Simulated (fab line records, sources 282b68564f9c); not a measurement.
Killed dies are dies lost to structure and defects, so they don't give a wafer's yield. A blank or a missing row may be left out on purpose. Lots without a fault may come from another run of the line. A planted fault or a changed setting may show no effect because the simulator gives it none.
fab line records | flow rit_cmos
record lots=15 wafers=45 last_day=8
route steps=202 shown ACTIVE@4 M1@202
lots that met no fault: from a run of the same line without faults
start_h: hours from the record's first day to the start of the lot's first wafer shown | wait_h: hours since the lot's step before | " the same as in the row above | L1.1+2: a row that stands for several wafers | - no value, or no start given | * or withheld: withheld | < > ~ a bound
route shown NAME@n: a module of which the file shows steps, and the number in the route of the first | usual: mean/standard deviation of fault-free wafers | same: alike in all rows | chamber/n: place in a boat | sites: the reading at each site | _std_site: their standard deviation | _edge_site: outer sites' mean less inner sites' | radius_mm: how far each site lies from the wafer's centre | mask NAME#n: copy n | behind: the tool/chamber that last shaped the wafer | hold: why the lot was held/for how many hours/how that ended | device: the transistor (n, p or np) that didn't switch | end of line: the same wafers' tests at the end of the route | a step without rows: its recipe alone | killed: dies lost to structure and defects at the first sort, not the wafer's yield | map: a wafer's dies, x killed, . not, _ none there
set.NAME: the setting as run; set.NAME@STEP: as run at that earlier step | model.NAME: the simulator's own value behind a step, which no gauge read
steps of the route over a sample of lots; a table a step, a row a wafer
services: from which hour (start_h, from the record's first day; less than 0 if before it) a tool's chamber was out of use, for how many hours, and why
## steps
# step RIT_ACTIVE_CVD_03
# recipe material=Si3N4 target_thk_nm=150 temp_c=810 precursor=SiH2Cl2/NH3 time_s=1500 pressure_mtorr=300 sih2cl2_flow_sccm=60 nh3_flow_sccm=150
# usual susceptor_temp_C=810.0/0.37
# columns lot.wafer tool chamber start_h wait_h susceptor_temp_C
L890.1 lpcvd-02 1 12.46 0.1 809.6
L890.3 " 1 " " 809.6
L890.4 " 1 " " 809.8
L891.2 lpcvd-02 1 17.11 0.0 810.9
L891.3 " 1 " " 810.1
L891.6 " 1 " " 810.6
L892.2 lpcvd-02 1 22.24 0.0 810.4
L892.3 " 1 " " 810.6
L892.6 " 1 " " 810.0
L893.1 lpcvd-01 1 27.84 0.1 810.0
L893.2 " 1 " " 810.2
L893.6 " 1 " " 809.9
L895.1 lpcvd-02 1 38.80 0.1 -
L895.2 " 1 " " -
L895.5 " 1 " " -
L896.1 lpcvd-02 0 43.19 1.1 -
L896.2 " 0 " " -
L896.6 " 0 " " -
L898.1 lpcvd-02 0 52.11 0.1 -
L898.3 " 0 " " -
L898.4 " 0 " " -
L904.2 lpcvd-01 0 84.15 0.0 809.8
L904.5 " 0 " " 809.9
L904.6 " 0 " " 809.7
L905.1 lpcvd-01 1 87.40 0.1 810.3
L905.5 " 1 " " 810.8
L905.6 " 1 " " 810.1
L907.2 lpcvd-01 1 99.22 0.0 810.0
L907.4 " 1 " " 809.9
L907.5 " 1 " " 809.8
L908.1 lpcvd-01 0 105.51 0.1 809.7
L908.2 " 0 " " 810.0
L908.4 " 0 " " 810.1
L910.3 lpcvd-01 0 113.26 0.6 810.2
L910.4 " 0 " " 810.4
L910.5 " 0 " " 810.7
L911.2 lpcvd-01 0 121.04 0.0 809.7
L911.3 " 0 " " 809.8
L911.4 " 0 " " 810.1
L912.1 lpcvd-02 1 126.84 0.1 810.1
L912.2 " 1 " " 810.1
L912.6 " 1 " " 809.7
L913.2 lpcvd-01 1 129.08 0.3 809.9
L913.4 " 1 " " 810.0
L913.6 " 1 " " 809.6
# step RIT_ACTIVE_THK_MEAS_04
# recipe reads=Si3N4_of_ACTIVE_CVD_03
# usual ACTIVE_NITRIDE_THK=150.8/1.3
# columns lot.wafer tool chamber start_h wait_h ACTIVE_NITRIDE_THK[nm]
L890.1 film_metro-04 - 13.87 0.0 150.7
L890.3 " - " " 152.0
L890.4 " - " " 152.0
L891.2 film_metro-03 - 18.54 0.0 153.0
L891.3 " - " " 152.5
L891.6 " - " " 151.5
L892.2 film_metro-01 - 23.67 0.0 150.2
L892.3 " - " " 150.0
L892.6 " - " " 150.2
L893.1 film_metro-03 - 29.26 0.0 149.5
L893.2 " - " " 149.6
L893.6 " - " " 149.9
L895.1 film_metro-01 - 40.21 0.0 140.0
L895.2 " - " " 140.5
L895.5 " - " " 139.8
L896.1 film_metro-03 - 44.61 0.0 139.5
L896.2 " - " " 139.8
L896.6 " - " " 139.7
L898.1 film_metro-01 - 53.53 0.0 138.5
L898.3 " - " " 140.5
L898.4 " - " " 139.5
L904.2 film_metro-03 - 85.58 0.0 151.0
L904.5 " - " " 151.4
L904.6 " - " " 150.6
L905.1 film_metro-04 - 89.52 0.0 152.1
L905.5 " - " " 152.8
L905.6 " - " " 152.0
L907.2 film_metro-01 - 100.65 0.0 151.6
L907.4 " - " " 152.3
L907.5 " - " " 151.8
L908.1 film_metro-01 - 106.92 0.0 151.7
L908.2 " - " " 151.4
L908.4 " - " " 152.1
L910.3 film_metro-04 - 114.70 0.0 151.7
L910.4 " - " " 149.6
L910.5 " - " " 150.4
L911.2 film_metro-04 - 123.17 0.0 151.6
L911.3 " - " " 150.3
L911.4 " - " " 150.6
L912.1 film_metro-04 - 128.25 0.0 148.7
L912.2 " - " " 148.3
L912.6 " - " " 148.7
L913.2 film_metro-03 - 130.50 0.0 151.4
L913.4 " - " " 151.1
L913.6 " - " " 150.7
# step RIT_M1_PROBE_99
# usual killed_at_contacts=0.1/0.27 killed_at_front_end=7/3.1 killed_dies=7/3.2 killed_open=3.8/2.1 killed_short=3.6/2
# same gross_dies=264 killed_at_M0_to_M3=0 killed_at_M4_up=0 killed_at_back_side=0 killed_at_other=0
# columns lot.wafer tool chamber start_h wait_h killed_at_contacts killed_at_front_end killed_dies killed_open killed_short
L905.1 prober-01 - 140.04 0.1 0 7 7 4 3
L905.5 prober-01 - 140.24 0.2 0 6 6 2 4
L905.6 prober-01 - 140.29 0.2 0 10 10 6 4
L904.2 prober-01 - 141.59 0.1 0 7 7 5 2
L904.5 prober-01 - 141.74 0.2 0 3 3 1 2
L904.6 prober-01 - 141.79 0.2 0 10 10 8 2
L908.1 prober-01 - 165.76 0.1 1 3 4 4 0
L908.2 prober-01 - 165.81 0.1 1 9 10 1 9
L908.4 prober-01 - 165.91 0.2 0 5 5 4 1
L910.3 prober-01 - 174.60 0.2 0 14 14 6 8
L910.4 prober-01 - 174.65 0.2 0 11 11 5 6
L910.5 prober-01 - 174.70 0.2 0 12 12 6 6
L912.1 prober-02 - 192.50 0.1 0 11 11 7 4
L912.2 prober-02 - 192.55 0.1 0 4 4 3 1
L912.6 prober-02 - 192.75 0.2 0 5 5 4 1
# killed by level:class
L905.1 FOX1:geometric_particle:open=1 GATE:geometric_particle:short=1 GATE:geometric_particle:open=1 REOX:geometric_particle:open=1 REOX:geometric_particle:short=1 SPACER:geometric_particle:short=1 SILICIDE:geometric_particle:open=1
L905.5 GATE:geometric_particle:short=3 FOX2:geometric_particle:short=1 GATE:geometric_particle:open=1 SPACER:geometric_particle:open=1
L905.6 SILICIDE:geometric_particle:open=3 FOX1:geometric_particle:short=2 ACTIVE:geometric_particle:open=1 FOX2:geometric_particle:open=1 SPACER:geometric_particle:short=1 SPACER:geometric_particle:open=1 SILICIDE:geometric_particle:short=1
L904.2 SPACER:geometric_particle:open=2 FOX1:geometric_particle:open=1 FOX1:geometric_particle:short=1 GATE:geometric_particle:short=1 GATE:geometric_particle:open=1 SILICIDE:geometric_particle:open=1
L904.5 GATE:geometric_particle:open=1 REOX:geometric_particle:short=1 SPACER:geometric_particle:short=1
L904.6 GATE:geometric_particle:open=6 SPACER:geometric_particle:open=2 GATE:geometric_particle:short=1 SILICIDE:geometric_particle:short=1
L908.1 SPACER:geometric_particle:open=2 FOX1:geometric_particle:open=1 CONTACT:geometric_particle:open=1
L908.2 FOX1:geometric_particle:short=3 SPACER:geometric_particle:short=2 GATE:geometric_particle:short=1 REOX:geometric_particle:short=1 SPACER:geometric_particle:open=1 SILICIDE:geometric_particle:short=1 CONTACT:geometric_particle:short=1
L908.4 SPACER:geometric_particle:open=3 GATE:geometric_particle:short=1 SILICIDE:geometric_particle:open=1
L910.3 GATE:geometric_particle:short=3 FOX1:geometric_particle:open=2 GATE:geometric_particle:open=2 REOX:geometric_particle:short=2 REOX:geometric_particle:open=2 SPACER:geometric_particle:short=2 SILICIDE:geometric_particle:short=1
L910.4 FOX1:geometric_particle:short=4 GATE:geometric_particle:open=2 SILICIDE:geometric_particle:open=2 FOX1:geometric_particle:open=1 GATE:geometric_particle:short=1 REOX:geometric_particle:short=1
L910.5 FOX1:geometric_particle:short=5 FOX1:geometric_particle:open=2 SILICIDE:geometric_particle:open=2 FOX2:geometric_particle:short=1 GATE:geometric_particle:open=1 REOX:geometric_particle:open=1
L912.1 GATE:geometric_particle:open=4 GATE:geometric_particle:short=3 FOX1:geometric_particle:open=1 REOX:geometric_particle:open=1 SILICIDE:geometric_particle:short=1 SILICIDE:geometric_particle:open=1
L912.2 FOX1:geometric_particle:open=1 FOX2:geometric_particle:open=1 GATE:geometric_particle:open=1 SILICIDE:geometric_particle:short=1
L912.6 FOX1:geometric_particle:open=2 REOX:geometric_particle:open=1 SPACER:geometric_particle:open=1 SILICIDE:geometric_particle:short=1
## services
# columns tool chamber start_h hours kind
lpcvd-01 - -4.12 1.0 repair
lpcvd-01 - 67.23 0.5 repair
## key
first_sign step=RIT_ACTIVE_THK_MEAS_04 reading=ACTIVE_NITRIDE_THK direction=down sigmas=8.7 usual=150.8 struck=139.8
effect none on later readings
met_at RIT_ACTIVE_CVD_03
struck_lots L895,L896,L898
tester_left_out L895,L896,L898
loop_trim step=RIT_M1_EXPOSE_06 setting=dose lots=L896,L898
onset_between 22.24 38.80
fault kind=process_parameter_drift tool=lpcvd-02 chamber=- onset_h=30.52 steps=RIT_ACTIVE_CVD_03 channel=time_s offset=* shape=step end_h=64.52 acts_in=* stated=*
# tester_left_out: of these lots the tester's yield and bins aren't shown, on N5 and GAA mostly nor the transistor test; their killed dies are dies lost to structure and defects alone, not to doping, threshold or leakage, so they don't give the yield
# loop_trim: a control loop set the setting to another value than it would have without faults
